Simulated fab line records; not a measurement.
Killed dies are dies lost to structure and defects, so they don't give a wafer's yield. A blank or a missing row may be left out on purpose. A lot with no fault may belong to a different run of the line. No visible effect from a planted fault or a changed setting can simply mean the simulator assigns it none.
The tool behind it: which one? || flow rit-cmos || Sampling: 7 lots, 21 wafers, 2 of 202 route steps

WHAT THE GAUGES SHOWED, per wafer
RIT_NSD_TW_MEAS_10.
{"lot": "L449", "measured": "day 3 09:02", "on": "film-metro-04", "NSD_TW": "3097 3115 3119"}
{"lot": "L451", "measured": "day 3 15:14", "on": "film-metro-03", "NSD_TW": "3065 3073 3066"}
{"lot": "L455", "measured": "day 4 16:40", "on": "film-metro-03", "NSD_TW": "3057 3061 3062"}
{"lot": "L457", "measured": "day 5 03:50", "on": "film-metro-03", "NSD_TW": "3089 3087 3087"}
{"lot": "L460", "measured": "day 5 16:39", "on": "film-metro-02", "NSD_TW": "3130 3136 3131"}
{"lot": "L467", "measured": "day 7 00:58", "on": "film-metro-02", "NSD_TW": "3374 3375 3377"}
{"lot": "L471", "measured": "day 7 23:08", "on": "film-metro-02", "NSD_TW": "3137 3148 3143"}

WHAT TOOL EACH LOT RAN ON (gives the tool, then ch and the chambers of the sampled wafers, and finally the start)
{"lot": "L449", "RIT_NSD_IMPLANT_08": "implanter-01 ch 0, day 3 08:43"}
{"lot": "L451", "RIT_NSD_IMPLANT_08": "implanter-03 ch 0, day 3 14:55"}
{"lot": "L455", "RIT_NSD_IMPLANT_08": "implanter-03 ch 0, day 4 16:22"}
{"lot": "L457", "RIT_NSD_IMPLANT_08": "implanter-01 ch 0, day 5 03:31"}
{"lot": "L460", "RIT_NSD_IMPLANT_08": "implanter-02 ch 0, day 5 16:22"}
{"lot": "L467", "RIT_NSD_IMPLANT_08": "implanter-01 ch 0, day 7 00:39"}
{"lot": "L471", "RIT_NSD_IMPLANT_08": "implanter-03 ch 0, day 7 22:49"}
- RIT_NSD_IMPLANT_08

THE ANSWER, worked out from the rows above alone
Rule: the usual values come from the lots themselves. The widest of any qualifying gaps counts: lots, ordered by their means at a reading, are off when they make up no more than a third of the lots, leave a main group of 4 or more, and stand apart from it by 3 or more times the standard deviation of that group's means. A main group whose means are all the same, to the digits that the tables above print for the reading, isn't used. Also off: a lot with no number at a reading for which 4 or more lots have one. All remaining lots with rows at the step are treated as sound.
Off: at RIT_NSD_TW_MEAS_10 (NSD_TW), L467. Mean 3100 and standard deviation 31 in the main group.
A tool fits if, at a process step before that reading, it ran every lot that is off, and no sound lot after the first of them. The gauges at RIT_NSD_TW_MEAS_10 are tried like those tools. One fits: implanter-01 at RIT_NSD_IMPLANT_08. A fault onset in the window from L457 (day 5 03:31, its last sound lot) to L467 (day 7 00:39, its first lot off) fits.

WHAT THE SIMULATOR HAD PUT IN
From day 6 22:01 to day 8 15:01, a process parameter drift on implanter-01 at RIT_NSD_IMPLANT_08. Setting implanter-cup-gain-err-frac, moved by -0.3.
Lots struck among those shown: L467. The same result came from the rule above.
